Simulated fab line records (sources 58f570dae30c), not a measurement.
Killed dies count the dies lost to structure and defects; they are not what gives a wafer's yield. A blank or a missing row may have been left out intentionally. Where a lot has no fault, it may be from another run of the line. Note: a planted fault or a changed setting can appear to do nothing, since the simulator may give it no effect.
What tool caused it? -- flow berkeley-cmos170 -- 14 lots with 42 wafers sampled at 2 steps, on a route of 331 steps

== WHAT THE GAUGES SHOWED, per wafer ==
UCB170_NWELL_OVL_MEAS_12.
lot,measured,on,NWELL_OVL (nm)
L411,day 2 06:44,overlay-01,-5 -1 -7
L412,day 2 18:47,overlay-01,-4 4 2
L413,day 3 00:56,overlay-01,-7 -2 -5
L414,day 3 05:34,overlay-02,0 -5 -3
L415,day 3 13:19,overlay-01,-3 -3 0
L416,day 3 14:02,overlay-01,-3 -4 0
L419,day 4 06:41,overlay-02,920 924 924
L421,day 4 12:01,overlay-02,927 921 922
L423,day 5 05:05,overlay-01,916 921 921
L426,day 5 19:24,overlay-02,-4 1 0
L428,day 6 03:14,overlay-02,5 0 0
L431,day 6 18:19,overlay-01,-9 -6 -1
L432,day 7 00:03,overlay-01,1 5 1
L434,day 7 11:31,overlay-02,0 -2 10

== TOOL THAT RAN EACH LOT (tool first, then ch and the chambers of the sampled wafers, then the start) ==
lot,UCB170_NWELL_EXPOSE_09
L411,"krf-scanner-02 ch 0, day 2 06:09"
L412,"krf-scanner-01 ch 0, day 2 17:37"
L413,"krf-scanner-01 ch 0, day 3 00:20"
L414,"krf-scanner-01 ch 0, day 3 05:10"
L415,"krf-scanner-02 ch 0, day 3 12:55"
L416,"krf-scanner-02 ch 0, day 3 13:16"
L419,"krf-scanner-01 ch 0, day 4 06:19"
L421,"krf-scanner-01 ch 0, day 4 11:38"
L423,"krf-scanner-01 ch 0, day 5 04:41"
L426,"krf-scanner-02 ch 0, day 5 19:01"
L428,"krf-scanner-02 ch 0, day 6 02:17"
L431,"krf-scanner-02 ch 0, day 6 17:35"
L432,"krf-scanner-02 ch 0, day 6 23:41"
L434,"krf-scanner-02 ch 0, day 7 11:10"
- UCB170_NWELL_EXPOSE_09: exposes mask NWELL, target cd 3000 nm.

== WHAT THE TOOLS THEMSELVES READ (means of the sampled wafers that have a number; where no wafer has one, the mark that the record gives instead) ==
UCB170_NWELL_EXPOSE_09.
lot,tool,exposure-dose-mJ-cm2
L411,krf-scanner-02,24.961
L412,krf-scanner-01,24.939
L413,krf-scanner-01,24.994
L414,krf-scanner-01,24.995
L415,krf-scanner-02,24.952
L416,krf-scanner-02,24.987
L419,krf-scanner-01,24.994
L421,krf-scanner-01,24.963
L423,krf-scanner-01,24.984
L426,krf-scanner-02,24.990
L428,krf-scanner-02,25.015
L431,krf-scanner-02,25.000
L432,krf-scanner-02,24.985
L434,krf-scanner-02,25.009

== THE ANSWER, worked out from the rows above alone ==
Rule: the usual values come from the lots themselves. Put in order of their means at a reading, lots are off if they are a third of the lots or fewer, leave a main group of 4 or more, and stand apart from it by a gap of 3 or more times the standard deviation of the main group's means; of several such gaps the widest counts. If all means in a main group match to the digits the tables above print for the reading, that group is not used. A lot without any number at a reading at which 4 lots or more have one is off too. Where the step has rows for the other lots, those lots are counted as sound. The gauges are gone through in route order, then the tools' own readings, and for those a lot's mean is taken as printed above. The first step at which some lot is off is used, and at that step the reading that is off furthest; a lot without a number counts as furthest.
Off: at UCB170_NWELL_OVL_MEAS_12 (NWELL_OVL), L419, L421, L423. For the main group the mean is -1 nm and the standard deviation 2.7.
If a tool, at a process step before that reading, ran all the lots that are off and no sound lot after the first of them, it fits. Those tools and the gauges at UCB170_NWELL_OVL_MEAS_12 are tried in the same way. One fits: UCB170_NWELL_EXPOSE_09 on krf-scanner-01. A fault onset in the window from L414 (day 3 05:10, its last sound lot) to L419 (day 4 06:19, its first lot off) fits.

== WHAT THE SIMULATOR HAD PUT IN ==
Scanner matching overlay: krf-scanner-01, from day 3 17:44 on, at UCB170_NWELL_EXPOSE_09. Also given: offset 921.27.
Lots struck among those shown: L419, L421, L423. The rule given above showed the same thing.
